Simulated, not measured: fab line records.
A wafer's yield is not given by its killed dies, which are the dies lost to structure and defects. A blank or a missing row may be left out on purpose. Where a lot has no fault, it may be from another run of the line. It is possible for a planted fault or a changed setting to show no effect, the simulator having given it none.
The tool behind it: which one?	flow berkeleyCmos170	14 lots with 42 wafers sampled at 3 steps, on a route of 331 steps

## WHAT THE GAUGES READ, wafer by wafer
UCB170_GATE_CD_MEAS_12: the cd target is 350 nm. Usual: 349.9 nm for cdNm, sd 1.4.
lot	measured	on	cdNm (nm)	flag
L501	day 6 12:10	cdSem-02	351.5 352.0 351.0	
L503	day 6 22:37	cdSem-02	350.0 348.7 348.7	
L506	day 7 05:42	cdSem-02	347.5 348.2 349.2	
L509	day 7 12:09	cdSem-01	350.4 349.7 349.4	
L510	day 7 12:11	cdSem-02	351.5 351.8 351.9	
L508	day 7 12:23	cdSem-01	349.9 351.0 349.6	
L507	day 7 12:31	cdSem-01	351.8 350.9 348.7	
L511	day 8 11:43	cdSem-01	350.7 351.7 350.5	
L512	day 8 12:04	cdSem-02	347.4 347.9 348.6	
L513	day 8 17:18	cdSem-02	350.9 351.8 350.0	
L516	day 9 13:04	cdSem-02	349.8 349.9 350.4	
L518	day 9 21:10	cdSem-01	350.0 349.4 349.6	
L523	day 11 00:58	cdSem-01	348.6 349.0 349.6	
L524	day 11 05:40	cdSem-01	352.1 350.4 351.4	

UCB170_NLDD_OVL_MEAS_07. Usual: NLDD_OVL gives 5 nm (standard deviation 5).
lot	measured	on	NLDD_OVL (nm)	flag
L501	day 6 16:45	overlay-02	3 1 -3	
L503	day 7 02:34	overlay-01	5 4 12	
L506	day 7 09:27	overlay-02	1 -2 -1	
L509	day 7 17:11	overlay-01	7 7 11	
L510	day 7 16:08	overlay-01	-1 -3 0	
L508	day 7 16:56	overlay-02	5 2 10	
L507	day 7 17:18	overlay-01	9 10 10	
L511	day 8 16:23	overlay-01	0 1 0	
L512	day 8 16:45	overlay-02	4 5 14	
L513	day 8 20:38	overlay-02	-1 7 4	
L516	day 9 17:30	overlay-02	8 5 4	
L518	day 10 04:50	overlay-01	5 5 4	
L523	day 11 06:21	overlay-01	1 10 7	
L524	day 11 09:28	overlay-02	9 9 7	

## WHICH TOOL RAN EACH LOT (tool, then ch and the chambers of the sampled wafers, then the start)
lot	UCB170_GATE_STRIP_16
L501	plasmaAsher-01 ch 0,1, day 6 12:24
L503	plasmaAsher-01 ch 0,1, day 6 22:50
L506	plasmaAsher-03 ch 0,1, day 7 05:56
L509	plasmaAsher-03 ch 0,1, day 7 12:24
L510	plasmaAsher-04 ch 0,1, day 7 12:24
L508	plasmaAsher-04 ch 1, day 7 12:38
L507	plasmaAsher-04 ch 0,1, day 7 12:46
L511	plasmaAsher-04 ch 0,1, day 8 11:56
L512	plasmaAsher-01 ch 0,1, day 8 12:17
L513	plasmaAsher-03 ch 0,1, day 8 17:32
L516	plasmaAsher-04 ch 0,1, day 9 13:19
L518	plasmaAsher-04 ch 0,1, day 9 21:25
L523	plasmaAsher-01 ch 0,1, day 11 01:13
L524	plasmaAsher-01 ch 0,1, day 11 05:54
- UCB170_GATE_STRIP_16: strips in O2.

## AS READ BY THE TOOLS THEMSELVES (means over the sampled wafers that have a number; for cases with no such wafer, the mark the record gives instead)
UCB170_GATE_STRIP_16. Usual: drypumpMotorCurrentA 5.57 A, standard deviation 0.24; oesProductAu 0.725 a.u., standard deviation 0.0046.
lot	tool	drypumpMotorCurrentA (A)	oesProductAu (a.u.)	flag
L501	plasmaAsher-01	5.45	0.725	
L503	plasmaAsher-01	5.45	0.722	
L506	plasmaAsher-03	5.86	0.719	
L509	plasmaAsher-03	5.86	0.731	
L510	plasmaAsher-04	5.44	0.724	
L508	plasmaAsher-04	5.59	0.717	
L507	plasmaAsher-04	5.51	0.727	
L511	plasmaAsher-04	5.43	0.731	
L512	plasmaAsher-01	5.45	0.724	
L513	plasmaAsher-03	6.05	0.726	
L516	plasmaAsher-04	5.42	0.730	
L518	plasmaAsher-04	5.42	0.725	
L523	plasmaAsher-01	5.50	0.729	
L524	plasmaAsher-01	5.51	0.725	

## THE ANSWER, worked out from the rows above alone
Rule: a lot counts as off when the mean over its wafers that have a number is more than 3 standard deviations away from the usual mean. A lot without any number at a reading at which 4 lots or more have one is off too. Any other lot the step has rows for is counted as sound. After the gauges, taken in route order, come the tools' own readings; for these a lot's mean is taken, as printed above. The first step at which some lot is off is used, and at that step the reading that is off furthest; a lot without a number counts as furthest.
Nothing can be told from this: no lot is off at any reading shown.

## WHAT THE SIMULATOR HAD PUT IN
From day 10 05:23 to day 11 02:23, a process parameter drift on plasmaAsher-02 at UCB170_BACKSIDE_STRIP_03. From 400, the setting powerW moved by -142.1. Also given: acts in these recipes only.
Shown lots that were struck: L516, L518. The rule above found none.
